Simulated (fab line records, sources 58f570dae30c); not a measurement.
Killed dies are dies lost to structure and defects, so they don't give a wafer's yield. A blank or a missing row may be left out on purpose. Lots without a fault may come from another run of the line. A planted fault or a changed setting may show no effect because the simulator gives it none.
fab line records | flow berkeley_cmos170
record lots=5 wafers=23
route steps=331 shown GATE@135 NLDD@161 SPACER@171 PSD@179 BACKSIDE@202 SILICIDE@211 CONTACT@226
start_h: hours from the record's first day to the start of the lot's first wafer shown | wait_h: hours since the lot's step before | " the same as in the row above | L1.1+2: a row that stands for several wafers | - no value, or no start given | * or withheld: withheld | < > ~ a bound
route shown NAME@n: a module of which the file shows steps, and the number in the route of the first | usual: mean/standard deviation of fault-free wafers | same: alike in all rows | chamber/n: place in a boat | sites: the reading at each site | _std_site: their standard deviation | _edge_site: outer sites' mean less inner sites' | radius_mm: how far each site lies from the wafer's centre | mask NAME#n: copy n | behind: the tool/chamber that last shaped the wafer | hold: why the lot was held/for how many hours/how that ended | device: the transistor (n, p or np) that didn't switch | end of line: the same wafers' tests at the end of the route | a step without rows: its recipe alone | killed: dies lost to structure and defects at the first sort, not the wafer's yield | map: a wafer's dies, x killed, . not, _ none there
set.NAME: the setting as run; set.NAME@STEP: as run at that earlier step | model.NAME: the simulator's own value behind a step, which no gauge read
lots whose settings were changed on purpose; a table a step, a row a wafer
## steps
# step UCB170_GATE_EXPOSE_09
# recipe mask_id=POLY target_cd_nm=350 na=0.5 sigma_outer=0.6 source_shape=conventional dose_mj=21
# columns lot.wafer tool chamber start_h wait_h mask set.dose_mj
L074.1+2+3+4+5 krf_scanner-02 0 124.72 - POLY#0 21
L076.1+4+6 krf_scanner-01 0 132.13 - POLY#0 19.94
L076.2+5 " 0 " " POLY#0 21
L080.1+2+6 krf_scanner-02 0 155.16 - POLY#0 21
L083.1+5 krf_scanner-02 0 172.59 - POLY#0 19.65
L083.2+3+4 " 0 " " POLY#0 21
L084.1+4 krf_scanner-01 0 172.83 - POLY#0 22.56
L084.2+5+6 " 0 " " POLY#0 21
# step UCB170_GATE_PEB_10
# recipe peb_temp_c=130 peb_time_s=withheld resist=KrF
# step UCB170_GATE_DEVELOP_11
# recipe developer=TMAH develop_time_s=45 resist=KrF dev_temp_c=21
# step UCB170_GATE_CD_MEAS_12
# recipe target_cd_nm=350
# usual cd_nm=350.0/1.7
# columns lot.wafer tool chamber start_h wait_h set.dose_mj@GATE_EXPOSE_09 cd_nm
L074.1 cd_sem-02 - 125.11 - 21 352.8
L074.2 " - " " 21 353.5
L074.3 " - " " 21 352.4
L074.4 " - " " 21 352.5
L074.5 " - " " 21 353.0
L076.1 cd_sem-01 - 132.52 - 19.94 360.4
L076.2 " - " " 21 350.7
L076.4 " - " " 19.94 360.3
L076.5 " - " " 21 350.9
L076.6 " - " " 19.94 359.9
L080.1 cd_sem-01 - 155.56 - 21 349.9
L080.2 " - " " 21 350.4
L080.6 " - " " 21 349.8
L083.1 cd_sem-01 - 172.98 - 19.65 362.2
L083.2 " - " " 21 348.9
L083.3 " - " " 21 349.9
L083.4 " - " " 21 351.0
L083.5 " - " " 19.65 362.1
L084.1 cd_sem-01 - 173.22 - 22.56 337.0
L084.2 " - " " 21 351.7
L084.4 " - " " 22.56 336.8
L084.5 " - " " 21 349.6
L084.6 " - " " 21 351.7
# step UCB170_GATE_ETCH_14
# recipe chemistry=N2/H2 target_depth_a=withheld overetch_a=withheld target=BARC time_s=withheld source_w=500 bias_w=100 pressure_mtorr=30 n2_flow_sccm=100 h2_flow_sccm=200
# step UCB170_GATE_ETCH_15
# recipe chemistry=HBr/Cl2 target=poly-Si stop_on=SiO2 over_etch_frac=0.3 icp_w=300 bias_w=150 time_s=56.3 pressure_mtorr=15 HBr_flow_sccm=150 Cl2_flow_sccm=50 target_depth_a=2782
# columns lot.wafer tool chamber start_h wait_h set.spin_rpm@GATE_COAT_07 set.dose_mj@GATE_EXPOSE_09 model.KrF_of_GATE_COAT_07.thk_nm model.GATE.cd_nm
L074.1 rie_si-01 3 125.31 - 1500 21 779.4 352.2
L074.2 " 0 " " 1500 21 780.3 353.2
L074.3 " 2 " " 1500 21 780.3 352.6
L074.4 " 1 " " 1500 21 776.3 352.2
L074.5 " 1 " " 1500 21 777.7 353.1
L076.1 rie_si-02 1 132.72 - 1500 19.94 776.2 360.3
L076.2 " 3 " " 1500 21 774.3 351
L076.4 " 2 " " 1500 19.94 777.7 360.4
L076.5 " 3 " " 1500 21 775.5 350.4
L076.6 " 0 " " 1500 19.94 772 359.8
L080.1 rie_si-02 3 155.75 - 1500 21 778.6 349.9
L080.2 " 1 " " 1500 21 778.2 349.4
L080.6 " 0 " " 1500 21 779.7 349.8
L083.1 rie_si-01 0 173.18 - 1445 19.65 797.2 361.4
L083.2 " 1 " " 1500 21 778.2 348.1
L083.3 " 2 " " 1445 21 797.7 350
L083.4 " 3 " " 1500 21 781.2 351.7
L083.5 " 3 " " 1445 19.65 797.4 362.5
L084.1 rie_si-02 0 173.42 - 1500 22.56 780.9 337.1
L084.2 " 3 " " 1500 21 780.5 351.8
L084.4 " 1 " " 1500 22.56 778.6 337.3
L084.5 " 1 " " 1407 21 807.8 349.2
L084.6 " 0 " " 1407 21 811.2 351.9
# step UCB170_GATE_STRIP_16
# recipe chemistry=O2 power_w=400 pressure_mtorr=3500 platen_temp_c=withheld o2_flow_sccm=400 overash_fraction=0.5
# step UCB170_GATE_CD_MEAS_90
# recipe target_cd_nm=350
# usual cd_nm=350.0/1.9
# columns lot.wafer tool chamber start_h wait_h set.dose_mj@GATE_EXPOSE_09 cd_nm
L074.1 cd_sem-01 - 125.46 0.1 21 352.2
L074.2 " - " " 21 353.1
L074.3 " - " " 21 352.5
L074.4 " - " " 21 352.0
L074.5 " - " " 21 353.1
L076.1 cd_sem-01 - 132.87 0.1 19.94 360.4
L076.2 " - " " 21 350.9
L076.4 " - " " 19.94 360.3
L076.5 " - " " 21 350.6
L076.6 " - " " 19.94 360.0
L080.1 cd_sem-01 - 155.90 0.1 21 350.0
L080.2 " - " " 21 349.4
L080.6 " - " " 21 349.9
L083.1 cd_sem-02 - 173.32 0.1 19.65 361.6
L083.2 " - " " 21 348.1
L083.3 " - " " 21 349.9
L083.4 " - " " 21 351.6
L083.5 " - " " 19.65 362.3
L084.1 cd_sem-01 - 173.57 0.1 22.56 337.0
L084.2 " - " " 21 352.0
L084.4 " - " " 22.56 337.2
L084.5 " - " " 21 349.2
L084.6 " - " " 21 351.9
# step UCB170_NLDD_EXPOSE_03
# recipe mask_id=NSELECT na=0.5 sigma_outer=0.6 source_shape=conventional target_cd_nm=1200 dose_mj=30
# columns lot.wafer tool chamber start_h wait_h mask set.dose_mj
L074.1+5 krf_scanner-01 0 131.07 0.2 NSELECT#0 27.86
L074.2+3+4 " 0 " " NSELECT#0 30
L076.1+2+6 krf_scanner-02 0 135.80 0.2 NSELECT#0 27.88
L076.4+5 " 0 " " NSELECT#0 30
L080.1+2+6 krf_scanner-02 0 158.92 0.2 NSELECT#0 30
L083.1+2+5 krf_scanner-02 0 176.05 0.2 NSELECT#0 31.69
L083.3+4 " 0 " " NSELECT#0 30
L084.1+2 krf_scanner-01 0 176.41 0.2 NSELECT#0 30
L084.4+5+6 " 0 " " NSELECT#0 31.1
# step UCB170_SPACER_CVD_00
# recipe material=SiO2 target_thk_nm=376 temp_c=390 precursor=TEOS/O2 time_s=47 rf_w=550 pressure_mtorr=9000
# columns lot.wafer tool chamber start_h wait_h set.time_s model.SiO2_of_SPACER_CVD_00.thk_nm
L074.1 pecvd-02 0 132.35 0.0 49.59 400.6
L074.2+3 " 1,2 " " 47 379.8
L074.4 " 1 " " 49.59 402.7
L074.5 " 2 " " 49.59 407.7
L076.1 pecvd-03 0 137.01 0.0 42.57 337.3
L076.2 " 1 " " 47 371.6
L076.4 " 1 " " 47 375
L076.5 " 2 " " 42.57 342.5
L076.6 " 0 " " 42.57 339.9
L080.1 pecvd-02 1 160.12 0.0 47 384.9
L080.2 " 2 " " 47 381.7
L080.6 " 0 " " 47 382.7
L083.1 pecvd-02 2 177.26 0.0 47 383.8
L083.2 " 1 " " 47 381.4
L083.3 " 0 " " 53.52 431
L083.4 " 1 " " 47 388.5
L083.5 " 0 " " 53.52 436.5
L084.1 pecvd-03 1 177.60 0.0 47 372.8
L084.2 " 2 " " 49.27 385.1
L084.4 " 1 " " 49.27 396.2
L084.5 " 2 " " 47 377.2
L084.6 " 0 " " 47 381.8
# step UCB170_SPACER_THK_MEAS_01
# recipe reads=SiO2_of_SPACER_CVD_00
# usual SPACER_TEOS_THK=377/5.9
# columns lot.wafer tool chamber start_h wait_h set.time_s@SPACER_CVD_00 SPACER_TEOS_THK[nm]
L074.1 film_metro-02 - 132.39 0.0 49.59 400
L074.2 " - " " 47 380
L074.3 " - " " 47 380
L074.4 " - " " 49.59 403
L074.5 " - " " 49.59 408
L076.1 film_metro-02 - 137.06 0.0 42.57 338
L076.2 " - " " 47 371
L076.4 " - " " 47 375
L076.5 " - " " 42.57 342
L076.6 " - " " 42.57 340
L080.1 film_metro-02 - 160.16 0.0 47 385
L080.2 " - " " 47 382
L080.6 " - " " 47 382
L083.1 film_metro-02 - 177.30 0.0 47 384
L083.2 " - " " 47 382
L083.3 " - " " 53.52 431
L083.4 " - " " 47 388
L083.5 " - " " 53.52 436
L084.1 film_metro-01 - 177.64 0.0 47 373
L084.2 " - " " 49.27 385
L084.4 " - " " 49.27 396
L084.5 " - " " 47 377
L084.6 " - " " 47 382
# step UCB170_SPACER_ANNEAL_02
# recipe temp_c=900 time_s=1800 ambient=N2
# step UCB170_SPACER_ETCHBACK_03
# recipe stop_on=Si target=SiO2 chemistry=CHF3/CF4/Ar CHF3_flow_sccm=50 cf4_flow_sccm=10 Ar_flow_sccm=120 pressure_mtorr=200 rf_w=500 target_depth_a=3760 time_s=100
# usual oes_product_au=0.898/0.015
# columns lot.wafer tool chamber start_h wait_h set.time_s@SPACER_CVD_00 oes_product_au model.etch.depth_nm
L074.1 rie_diel-03 0 137.51 0.0 49.59 0.941 400.6
L074.2 " 2 " " 47 0.891 379.8
L074.3 " 1 " " 47 0.892 -
L074.4 " 3 " " 49.59 0.931 402.7
L074.5 " 3 " " 49.59 0.937 -
L076.1 rie_diel-01 1 140.77 0.0 42.57 0.835 337.3
L076.2 " 3 " " 47 0.913 371.6
L076.4 " 2 " " 47 0.913 375
L076.5 " 1 " " 42.57 0.849 342.5
L076.6 " 0 " " 42.57 0.840 339.9
L080.1 rie_diel-01 1 163.58 0.0 47 0.913 384.9
L080.2 " 2 " " 47 0.927 381.7
L080.6 " 2 " " 47 0.928 382.7
L083.1 rie_diel-03 0 184.32 0.0 47 0.917 -
L083.2 " 1 " " 47 0.902 381.4
L083.3 " 2 " " 53.52 0.968 430
L083.4 " 3 " " 47 0.908 388.5
L083.5 " 1 " " 53.52 0.985 -
L084.1 rie_diel-02 0 184.32 0.0 47 0.901 372.8
L084.2 " 2 " " 49.27 0.937 385.1
L084.4 " 1 " " 49.27 0.960 396.2
L084.5 " 0 " " 47 0.905 377.2
L084.6 " 3 " " 47 0.907 381.8
# step UCB170_PSD_PEB_04
# recipe peb_temp_c=130 peb_time_s=withheld resist=KrF
# columns lot.wafer tool chamber start_h wait_h set.peb_temp_c
L074.1+2+5 litho_track-03 0 138.15 0.1 133.7
L074.3+4 " 0 " " 130
L076.1+6 litho_track-02 0 141.91 0.5 130
L076.2+4+5 " 0 " " 131
L080.1+2+6 litho_track-03 0 164.91 0.2 130
L083.1+4 litho_track-03 0 185.08 0.1 130
L083.2+3+5 " 0 " " 131
L084.1+2+5 litho_track-04 0 185.32 0.1 130
L084.4+6 " 0 " " 128.9
# step UCB170_PSD_DEVELOP_05
# recipe developer=TMAH develop_time_s=45 resist=KrF dev_temp_c=21
# step UCB170_PSD_CD_MEAS_06
# recipe target_cd_nm=1200
# usual cd_nm=1199.8/1.4
# columns lot.wafer tool chamber start_h wait_h set.peb_temp_c@PSD_PEB_04 cd_nm
L074.1 cd_sem-01 - 138.42 - 133.7 1219.7
L074.2 " - " " 133.7 1220.5
L074.3 " - " " 130 1199.6
L074.4 " - " " 130 1199.5
L074.5 " - " " 133.7 1220.1
L076.1 cd_sem-02 - 142.18 - 130 1201.8
L076.2 " - " " 131 1206.7
L076.4 " - " " 131 1207.1
L076.5 " - " " 131 1205.8
L076.6 " - " " 130 1201.2
L080.1 cd_sem-01 - 165.18 - 130 1200.9
L080.2 " - " " 130 1199.9
L080.6 " - " " 130 1202.4
L083.1 cd_sem-01 - 185.36 - 130 1199.0
L083.2 " - " " 131 1205.0
L083.3 " - " " 131 1204.9
L083.4 " - " " 130 1198.1
L083.5 " - " " 131 1205.0
L084.1 cd_sem-02 - 185.60 - 130 1198.8
L084.2 " - " " 130 1198.0
L084.4 " - " " 128.9 1190.5
L084.5 " - " " 130 1199.5
L084.6 " - " " 128.9 1191.7
# step UCB170_BACKSIDE_STRIP_03
# recipe chemistry=O2 power_w=400 pressure_mtorr=3500 platen_temp_c=withheld o2_flow_sccm=400 overash_fraction=0.5
# usual oes_product_au=0.735/0.0049 strip_time_to_endpoint_s=21.94/0.068
# columns lot.wafer tool chamber start_h wait_h set.power_w oes_product_au strip_time_to_endpoint_s
L074.1 plasma_asher-04 1 141.48 0.1 400 0.737 21.86
L074.2 " 0 " " 400 0.740 21.89
L074.3 " 1 " " 374.5 0.707 23.00
L074.4 " 0 " " 374.5 0.708 23.03
L074.5 " 1 " " 374.5 0.705 22.99
L076.1 plasma_asher-03 1 145.20 0.1 400 0.730 21.92
L076.2 " 0 " " 400 0.735 21.85
L076.4 " 1 " " 400 0.735 21.91
L076.5 " 1 " " 400 0.732 21.89
L076.6 " 0 " " 400 0.723 21.84
L080.1 plasma_asher-03 1 169.83 0.1 400 0.739 21.88
L080.2 " 0 " " 400 0.738 21.77
L080.6 " 1 " " 400 0.736 21.84
L083.1 plasma_asher-04 1 188.11 0.1 367.6 0.703 23.43
L083.2 " 0 " " 400 0.732 22.01
L083.3 " 0 " " 367.6 0.705 23.41
L083.4 " 1 " " 400 0.745 21.94
L083.5 " 1 " " 367.6 0.705 23.38
L084.1 plasma_asher-03 0 188.41 0.1 400 0.737 21.88
L084.2 " 1 " " 400 0.741 21.95
L084.4 " 0 " " 400 0.728 21.92
L084.5 " 0 " " 400 0.727 21.93
L084.6 " 1 " " 400 0.731 21.93
# step UCB170_SILICIDE_SPUTTER_01
# recipe material=Ti target_thk_nm=30 time_s=25 power_w=1500 chamber_pressure_pa=0.5
# columns lot.wafer tool chamber start_h wait_h set.power_w model.Ti_of_SILICIDE_SPUTTER_01.thk_nm
L074.1 pvd_sputter-01 - 142.42 0.0 1500 29.05
L074.2 " - " " 1500 29.39
L074.3 " - " " 1500 29.84
L074.4 " - " " 1500 30.17
L074.5 " - " " 1500 30.01
L076.1 pvd_sputter-01 - 146.15 0.0 1422 27.04
L076.2 " - " " 1500 29.79
L076.4 " - " " 1500 29.64
L076.5 " - " " 1422 28.25
L076.6 " - " " 1500 29.23
L080.1 pvd_sputter-02 - 170.78 0.0 1500 30.32
L080.2 " - " " 1500 30.16
L080.6 " - " " 1500 30.44
L083.1 pvd_sputter-02 - 189.06 0.0 1500 29.43
L083.2 " - " " 1619 32.34
L083.3 " - " " 1500 29.29
L083.4 " - " " 1500 29.4
L083.5 " - " " 1619 31.81
L084.1 pvd_sputter-01 - 189.36 0.0 1554 31.46
L084.2 " - " " 1500 29.79
L084.4 " - " " 1554 30.33
L084.5 " - " " 1554 31.38
L084.6 " - " " 1500 29.21
# step UCB170_SILICIDE_RS_MEAS_02
# recipe thk_meas_gauge=four-point-probe reads=Ti_of_SILICIDE_SPUTTER_01
# usual SILICIDE_TI_RS=26.4/0.46
# columns lot.wafer tool chamber start_h wait_h set.power_w@SILICIDE_SPUTTER_01 SILICIDE_TI_RS[ohm/sq]
L074.1 film_metro-01 - 142.45 0.0 1500 27.1
L074.2 " - " " 1500 26.7
L074.3 " - " " 1500 26.2
L074.4 " - " " 1500 25.9
L074.5 " - " " 1500 26.1
L076.1 film_metro-04 - 146.18 0.0 1422 29.5
L076.2 " - " " 1500 26.3
L076.4 " - " " 1500 26.5
L076.5 " - " " 1422 28.1
L076.6 " - " " 1500 27.1
L080.1 film_metro-01 - 170.81 0.0 1500 25.8
L080.2 " - " " 1500 25.9
L080.6 " - " " 1500 25.6
L083.1 film_metro-01 - 189.09 0.0 1500 26.7
L083.2 " - " " 1619 23.9
L083.3 " - " " 1500 26.8
L083.4 " - " " 1500 26.7
L083.5 " - " " 1619 24.3
L084.1 film_metro-03 - 189.39 0.0 1554 24.7
L084.2 " - " " 1500 26.3
L084.4 " - " " 1554 25.8
L084.5 " - " " 1554 24.8
L084.6 " - " " 1500 27.0
# step UCB170_SILICIDE_THK_MEAS_03
# recipe thk_meas_gauge=xrf reads=Ti_of_SILICIDE_SPUTTER_01
# usual SILICIDE_TI_THK=30.6/0.47
# columns lot.wafer tool chamber start_h wait_h set.power_w@SILICIDE_SPUTTER_01 SILICIDE_TI_THK[nm]
L074.1 film_metro-01 - 142.57 0.1 1500 29.8
L074.2 " - " " 1500 30.3
L074.3 " - " " 1500 30.7
L074.4 " - " " 1500 31.0
L074.5 " - " " 1500 30.9
L076.1 film_metro-04 - 146.30 0.1 1422 27.6
L076.2 " - " " 1500 30.6
L076.4 " - " " 1500 30.3
L076.5 " - " " 1422 28.9
L076.6 " - " " 1500 30.0
L080.1 film_metro-01 - 170.93 0.1 1500 31.4
L080.2 " - " " 1500 31.0
L080.6 " - " " 1500 31.4
L083.1 film_metro-01 - 189.21 0.1 1500 30.3
L083.2 " - " " 1619 33.3
L083.3 " - " " 1500 30.1
L083.4 " - " " 1500 30.3
L083.5 " - " " 1619 32.6
L084.1 film_metro-03 - 189.51 0.1 1554 32.0
L084.2 " - " " 1500 30.3
L084.4 " - " " 1554 30.9
L084.5 " - " " 1554 31.9
L084.6 " - " " 1500 29.6
# step UCB170_CONTACT_COAT_10
# recipe resist=KrF spin_rpm=1500 resist_thk_nm=900
# columns lot.wafer tool chamber start_h wait_h set.resist_thk_nm model.KrF_of_CONTACT_COAT_10.thk_nm
L074.1 litho_track-04 0 - - 857.4 858.6
L074.2 " 0 " " 900 901
L074.3 " 0 " " 900 899.2
L074.4 " 0 " " 857.4 858.4
L074.5 " 0 " " 900 900.9
L076.1 litho_track-01 0 - - 900 894.4
L076.2 " 0 " " 932.5 925.7
L076.4 " 0 " " 900 894.8
L076.5 " 0 " " 932.5 930.2
L076.6 " 0 " " 932.5 930.3
L080.1+2 litho_track-03 0 - - 900 903
L080.6 " 0 " " 900 901.6
L083.1 litho_track-03 0 - - 900 901.8
L083.2 " 0 " " 938.8 941
L083.3 " 0 " " 900 903.5
L083.4 " 0 " " 938.8 940.6
L083.5 " 0 " " 938.8 939.2
L084.1 litho_track-04 0 - - 935.8 937.9
L084.2 " 0 " " 900 896.4
L084.4 " 0 " " 935.8 933.8
L084.5 " 0 " " 900 899.1
L084.6 " 0 " " 935.8 937.6
# step UCB170_CONTACT_ETCH_17
# recipe chemistry=N2/H2 target_depth_a=withheld overetch_a=withheld target=BARC time_s=withheld source_w=500 bias_w=100 pressure_mtorr=30 n2_flow_sccm=100 h2_flow_sccm=200
# columns lot.wafer tool chamber start_h wait_h set.bias_w
L074.1+3+4 rie_diel-03 0,2,1 147.72 0.0 100
L074.2+5 " 3 " " 91.11
L076.1+4+6 rie_diel-04 3,2,0 151.75 0.0 100
L076.2+5 " 1 " " 109.6
L080.1+2+6 rie_diel-04 0,2,3 175.85 0.0 100
L083.1+2+3+4+5 rie_diel-03 0,1,2,3,3 193.66 0.0 100
L084.1+2+4+5+6 rie_diel-03 0,3,1,0,3 194.96 0.0 100
# step UCB170_CONTACT_ETCH_18
# recipe chemistry=CHF3/CF4/Ar target=PSG stop_on=TiSi2 CHF3_flow_sccm=45 cf4_flow_sccm=15 Ar_flow_sccm=150 pressure_mtorr=200 rf_w=700 target_depth_a=8400 over_etch_frac=0.2 time_s=195
# columns lot.wafer tool chamber start_h wait_h set.resist_thk_nm@CONTACT_COAT_10 model.KrF_of_CONTACT_COAT_10.thk_nm
L074.1 rie_diel-03 0 - - 857.4 655.3
L074.2 " 3 " " 900 689.8
L074.3 " 2 " " 900 692.1
L074.4 " 1 " " 857.4 652
L074.5 " 3 " " 900 688.7
L076.1 rie_diel-04 3 - - 900 687.7
L076.2 " 1 " " 932.5 717.5
L076.4 " 2 " " 900 684.5
L076.5 " 1 " " 932.5 722.4
L076.6 " 0 " " 932.5 724
L080.1 rie_diel-04 0 - - 900 696.8
L080.2 " 2 " " 900 694.6
L080.6 " 3 " " 900 694.9
L083.1 rie_diel-03 0 - - 900 698
L083.2 " 1 " " 938.8 730.3
L083.3 " 2 " " 900 695.6
L083.4 " 3 " " 938.8 728.5
L083.5 " 3 " " 938.8 727.4
L084.1 rie_diel-03 0 - - 935.8 733.3
L084.2 " 3 " " 900 685.3
L084.4 " 1 " " 935.8 724.2
L084.5 " 0 " " 900 696.4
L084.6 " 3 " " 935.8 726.8
## key
split step=UCB170_GATE_EXPOSE_09 setting=dose_mj stated=21 by=wafer
response step=UCB170_GATE_CD_MEAS_12 reading=cd_nm change=-1.9 per=1% r=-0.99
response step=UCB170_GATE_ETCH_15 reading=model.GATE.cd_nm change=-1.86 per=1% r=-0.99
response step=UCB170_GATE_CD_MEAS_90 reading=cd_nm change=-1.88 per=1% r=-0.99
split step=UCB170_NLDD_EXPOSE_03 setting=dose_mj stated=30 by=wafer
response none in this file
split step=UCB170_SPACER_CVD_00 setting=time_s stated=47 by=wafer
response step=UCB170_SPACER_CVD_00 reading=model.SiO2_of_SPACER_CVD_00.thk_nm change=+3.56 per=1% r=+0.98
response step=UCB170_SPACER_THK_MEAS_01 reading=SPACER_TEOS_THK change=+3.55 per=1% r=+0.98
response step=UCB170_SPACER_ETCHBACK_03 reading=oes_product_au change=+0.00619 per=1% r=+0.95
response step=UCB170_SPACER_ETCHBACK_03 reading=model.etch.depth_nm change=+3.36 per=1% r=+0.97
split step=UCB170_PSD_PEB_04 setting=peb_temp_c stated=130 by=wafer
response step=UCB170_PSD_CD_MEAS_06 reading=cd_nm change=+7.37 per=1% r=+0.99
split step=UCB170_BACKSIDE_STRIP_03 setting=power_w stated=400 by=wafer
response step=UCB170_BACKSIDE_STRIP_03 reading=oes_product_au change=+0.0045 per=1% r=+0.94
response step=UCB170_BACKSIDE_STRIP_03 reading=strip_time_to_endpoint_s change=* per=1% r=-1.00
split step=UCB170_SILICIDE_SPUTTER_01 setting=power_w stated=1500 by=wafer
response step=UCB170_SILICIDE_SPUTTER_01 reading=model.Ti_of_SILICIDE_SPUTTER_01.thk_nm change=+0.36 per=1% r=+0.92
response step=UCB170_SILICIDE_RS_MEAS_02 reading=SILICIDE_TI_RS change=-0.365 per=1% r=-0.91
response step=UCB170_SILICIDE_THK_MEAS_03 reading=SILICIDE_TI_THK change=+0.366 per=1% r=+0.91
split step=UCB170_CONTACT_COAT_10 setting=resist_thk_nm stated=900 by=wafer
response step=UCB170_CONTACT_COAT_10 reading=model.KrF_of_CONTACT_COAT_10.thk_nm change=+9.13 per=1% r=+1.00
response step=UCB170_CONTACT_ETCH_18 reading=model.KrF_of_CONTACT_COAT_10.thk_nm change=+8.39 per=1% r=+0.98
split step=UCB170_CONTACT_ETCH_17 setting=bias_w stated=100 by=wafer
response none clear
split outside_this_file step=UCB170_GATE_COAT_07 setting=spin_rpm
# split outside_this_file: this setting was split too, and the file shows its column; the key of that split is in another file
